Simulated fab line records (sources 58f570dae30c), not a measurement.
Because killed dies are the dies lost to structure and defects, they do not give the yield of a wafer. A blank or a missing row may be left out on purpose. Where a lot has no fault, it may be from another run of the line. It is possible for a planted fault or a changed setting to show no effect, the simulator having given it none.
fab line records | flow berkeleyCmos170
[record] lots = 14 wafers = 42 lastDay = 12
route steps=331 shown SCREENOX@101 NVT@106 GATE@131 NSD@207
lots untouched by any fault: they come from a run of this same line in which no faults occurred
startH: the number of hours between the record's first day and the start of the first shown wafer of the lot | waitH: hours from the lot's prior step to this one | " unchanged from the row above | L1.1+2: a single row standing in for several wafers | - no value, or no start was given | * or withheld: withheld | < > ~ a bound
route shown NAME@n: names a module that has steps shown in the file, with the first one's number in the route | usual: mean and standard deviation over wafers with no fault | same: alike in all rows | chamber/n: place in a boat | sites: the reading at each site | _std_site: the values' standard deviation | _edge_site: mean of outer sites minus mean of inner sites | radiusMm: how far each site lies from the wafer's centre | mask NAME#n: copy n | behind: tool/chamber where the wafer was last shaped | hold: what put the lot on hold/how long, in hours/how the hold closed | device: the transistor (n, p or np) that didn't switch | end of line: the tests these same wafers got at the end of their route | a step given without rows: its recipe and nothing more | killed: not the wafer's yield, but the dies lost to structure and defects at the first sort | map: shows each die of a wafer: x if killed, . if not, _ if none is there
set.NAME: the setting the step ran with; set.NAME@STEP: the setting that earlier step ran with | model.NAME: the simulator's own value behind a step, which no gauge read
a sample of lots followed through the steps of the route, with each step as a table and each wafer as a row
services: from which hour (startH, from the record's first day; less than 0 if before it) a tool's chamber was out of use, for how many hours, and why
[[steps]]
[step UCB170_SCREENOX_OXIDATION_01]
[recipe] tempC = 900 ambient = O2 targetThkA = 144 oxTimeS = 2400
[usual] oxTempC = 900.1/0.36 oxTempCMax = 903.0/1.4 tube_center_temp_C_max = 902.3/0.4
// columns lot.wafer tool chamber startH waitH oxTempC oxTempCMax tube_center_temp_C_max
L858.1 furnace-04 0 112.77 1.3 899.4 901.9 902.1
L858.2 " 0 " " 900.2 903.5 902.5
L858.3 " 0 " " 899.9 902.1 902.8
L859.1 furnace-04 0 112.77 1.3 899.7 901.6 902.6
L859.2 " 0 " " 900.0 902.5 902.2
L859.3 " 0 " " 899.8 902.0 902.0
L860.2 furnace-04 0 129.82 1.6 900.2 902.7 902.5
L860.3 " 0 " " 899.9 901.8 902.4
L860.5 " 0 " " 899.4 901.7 902.2
L861.3 furnace-04 0 129.82 1.6 899.8 902.2 901.9
L861.4 " 0 " " 899.9 902.2 901.6
L861.6 " 0 " " 900.2 902.3 901.7
L862.3 furnace-02 0 137.69 3.5 900.3 904.4 901.8
L862.5 " 0 " " 900.3 905.4 902.3
L862.6 " 0 " " 901.1 907.3 901.8
L864.1 furnace-01 0 156.45 4.6 899.9 904.3 901.8
L864.4 " 0 " " 900.5 905.1 902.0
L864.6 " 0 " " 900.2 904.4 902.6
L865.1 furnace-01 0 156.45 4.6 900.0 903.1 902.1
L865.3 " 0 " " 900.4 903.8 902.4
L865.5 " 0 " " 899.7 905.6 902.2
L868.1 furnace-04 0 163.83 4.2 899.9 902.1 902.0
L868.2 " 0 " " 900.3 903.2 902.5
L868.3 " 0 " " 900.0 902.0 902.1
L869.3 furnace-04 0 163.83 4.2 900.4 902.9 902.2
L869.4 " 0 " " 899.7 901.6 902.9
L869.5 " 0 " " 900.2 902.6 902.3
L871.2 furnace-04 - 185.88 1.3 - - -
L871.3 " - " " - - -
L871.6 " - " " - - -
L872.2 furnace-04 - 185.88 1.3 - - -
L872.4 " - " " - - -
L872.5 " - " " - - -
L876.1 furnace-04 0 196.15 4.1 900.4 902.8 902.7
L876.2 " 0 " " 899.6 901.7 902.2
L876.6 " 0 " " 899.6 901.8 902.2
L880.1 furnace-04 0 223.15 4.3 900.0 902.1 902.1
L880.4 " 0 " " 899.5 901.9 902.2
L880.5 " 0 " " 899.7 902.1 902.2
L881.4 furnace-04 0 223.15 4.3 900.0 902.3 902.4
L881.5 " 0 " " 899.6 901.5 903.1
L881.6 " 0 " " 899.7 902.2 903.2
[step UCB170_NVT_SOFTBAKE_02]
[recipe] resist = KrF tempC = 130 timeS = 62.46
[usual] plateSensorTCentreC = 131.41/0.011 plateSensorTEdgeC = 131.53/0.01
// columns lot.wafer tool chamber startH waitH plateSensorTCentreC plateSensorTEdgeC
L859.1 lithoTrack-01 0 120.02 0.1 131.43 131.53
L859.2 " 0 " " 131.4 131.54
L859.3 " 0 " " 131.42 131.54
L858.1 lithoTrack-03 0 120.15 0.1 131.42 131.52
L858.2 " 0 " " 131.4 131.55
L858.3 " 0 " " 131.42 131.53
L860.2 lithoTrack-01 0 137.42 0.1 131.4 131.56
L860.3 " 0 " " 131.41 131.54
L860.5 " 0 " " 131.41 131.51
L861.3 lithoTrack-04 0 137.48 0.1 131.42 131.54
L861.4 " 0 " " 131.41 131.54
L861.6 " 0 " " 131.4 131.53
L862.3 lithoTrack-01 0 145.04 0.1 131.41 131.53
L862.5 " 0 " " 131.41 131.53
L862.6 " 0 " " 131.4 131.55
L865.1 lithoTrack-01 0 164.02 0.1 131.4 131.54
L865.3 " 0 " " 131.4 131.55
L865.5 " 0 " " 131.41 131.52
L864.1 lithoTrack-03 0 164.22 0.1 131.43 131.56
L864.4 " 0 " " 131.42 131.53
L864.6 " 0 " " 131.4 131.53
L868.1 lithoTrack-03 0 171.36 0.1 131.39 131.53
L868.2 " 0 " " 131.41 131.54
L868.3 " 0 " " 131.4 131.54
L869.3 lithoTrack-01 0 171.42 0.1 131.41 131.54
L869.4 " 0 " " 131.41 131.53
L869.5 " 0 " " 131.4 131.55
L876.1 lithoTrack-01 0 204.05 0.1 131.43 131.54
L876.2 " 0 " " 131.42 131.51
L876.6 " 0 " " 131.4 131.51
L880.1 lithoTrack-03 0 229.09 0.1 131.42 131.53
L880.4 " 0 " " 131.41 131.53
L880.5 " 0 " " 131.39 131.53
L881.4 lithoTrack-04 0 229.11 0.1 131.4 131.55
L881.5 " 0 " " 131.41 131.53
L881.6 " 0 " " 131.41 131.54
[step UCB170_GATE_THK_MEAS_05]
[recipe] reads = poly-Si_of_GATE_CVD_04
[usual] GATE_POLY_THK = 214.8/2.1
// columns lot.wafer tool chamber startH waitH GATE_POLY_THK[nm]
L858.1 filmMetro-02 - 133.25 0.0 212.8
L858.2 " - " " 214.3
L858.3 " - " " 212.9
L859.1 filmMetro-04 - 133.25 0.0 217.4
L859.2 " - " " 216.9
L859.3 " - " " 217.5
L860.2 filmMetro-01 - 157.03 0.0 213.8
L860.3 " - " " 214.4
L860.5 " - " " 213.5
L861.3 filmMetro-04 - 157.04 0.0 214.3
L861.4 " - " " 214.1
L861.6 " - " " 212.4
L862.3 filmMetro-02 - 161.04 0.0 211.2
L862.5 " - " " 212.5
L862.6 " - " " 211.6
L865.1 filmMetro-01 - 183.76 0.0 211.5
L865.3 " - " " 214.1
L865.5 " - " " 211.2
L864.1 filmMetro-02 - 183.82 0.1 214.6
L864.4 " - " " 213.4
L864.6 " - " " 215.4
L868.1 filmMetro-02 - 188.38 0.0 216.4
L868.2 " - " " 215.9
L868.3 " - " " 215.7
L869.3 filmMetro-01 - 188.40 0.0 217.0
L869.4 " - " " 214.0
L869.5 " - " " 215.1
L876.1 filmMetro-04 - 219.65 0.0 217.2
L876.2 " - " " 217.9
L876.6 " - " " 216.7
L880.1 filmMetro-02 - 246.25 0.0 218.0
L880.4 " - " " 216.6
L880.5 " - " " 216.8
L881.4 filmMetro-04 - 246.28 0.0 216.0
L881.5 " - " " 215.5
L881.6 " - " " 216.8
[step UCB170_SDANNEAL_RS_MEAS_03]
[recipe] thkMeasGauge = four-point-probe
[usual] NSD_RS = 37.18/0.11
// columns lot.wafer tool chamber startH waitH NSD_RS[ohm/sq]
L858.1 filmMetro-01 - 151.24 0.1 37.09
L858.2 " - " " 37.14
L858.3 " - " " 37.15
L859.1 filmMetro-04 - 151.64 0.1 37.18
L859.2 " - " " 37.19
L859.3 " - " " 37.03
L861.3 filmMetro-01 - 173.99 0.1 37.22
L861.4 " - " " 37.19
L861.6 " - " " 37.20
L860.2 filmMetro-03 - 174.17 0.1 37.13
L860.3 " - " " 37.15
L860.5 " - " " 37.16
L862.3 filmMetro-04 - 179.70 0.1 37.06
L862.5 " - " " 37.05
L862.6 " - " " 37.15
L865.1 filmMetro-01 - 200.46 0.1 37.24
L865.3 " - " " 37.05
L865.5 " - " " 37.06
L864.1 filmMetro-01 - 200.95 0.1 37.19
L864.4 " - " " 37.25
L864.6 " - " " 37.18
L868.1 filmMetro-04 - 203.90 0.1 37.29
L868.2 " - " " 37.29
L868.3 " - " " 37.36
L869.3 filmMetro-01 - 204.32 0.1 37.06
L869.4 " - " " 37.06
L869.5 " - " " 37.12
L876.1 filmMetro-01 - 236.75 0.1 37.05
L876.2 " - " " 37.06
L876.6 " - " " 37.09
L880.1 filmMetro-04 - 265.14 0.1 37.21
L880.4 " - " " 37.15
L880.5 " - " " 37.13
L881.4 filmMetro-01 - 265.75 0.1 37.11
L881.5 " - " " 37.13
L881.6 " - " " 37.13
[[services]]
// columns tool chamber startH hours kind
furnace-04 - 91.79 2.6 pm
furnace-01 - 166.47 3.3 pm
furnace-01 - 191.73 3.9 pm
furnace-02 - 206.52 2.5 pm
furnace-04 - 211.32 3.9 pm
[[key]]
[firstSign] step = UCB170_SCREENOX_OXIDATION_01 reading = toolRecord direction = missing
effect none on later readings
metAt UCB170_SCREENOX_OXIDATION_01
struckLots L871,L872
laterRowsLeftOut L871.2,L871.3,L871.6,L872.2,L872.4,L872.5
sortLeftOut L871.2,L871.3,L871.6,L872.2,L872.4,L872.5
testerLeftOut L871,L872
notActingAt UCB170_NVT_SOFTBAKE_02,UCB170_GATE_THK_MEAS_05,UCB170_SDANNEAL_RS_MEAS_03
onsetBetween 163.83 185.88
[fault] kind = skippedStepWhole tool = furnace-04 chamber = - onsetH = 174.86 steps = UCB170_SCREENOX_OXIDATION_01 scope = struckLotsOnly
// testerLeftOut: of these lots the tester's yield and bins aren't shown, on N5 and GAA mostly nor the transistor test; their killed dies are dies lost to structure and defects alone, not to doping, threshold or leakage, so they don't give the yield
// sortLeftOut: the simulated sort isn't trusted on such a fault, so these wafers' sort isn't shown, and their yield isn't known
// laterRowsLeftOut: the simulator's readings of these wafers behind a module that went badly wrong aren't trusted and aren't shown, but for the sort
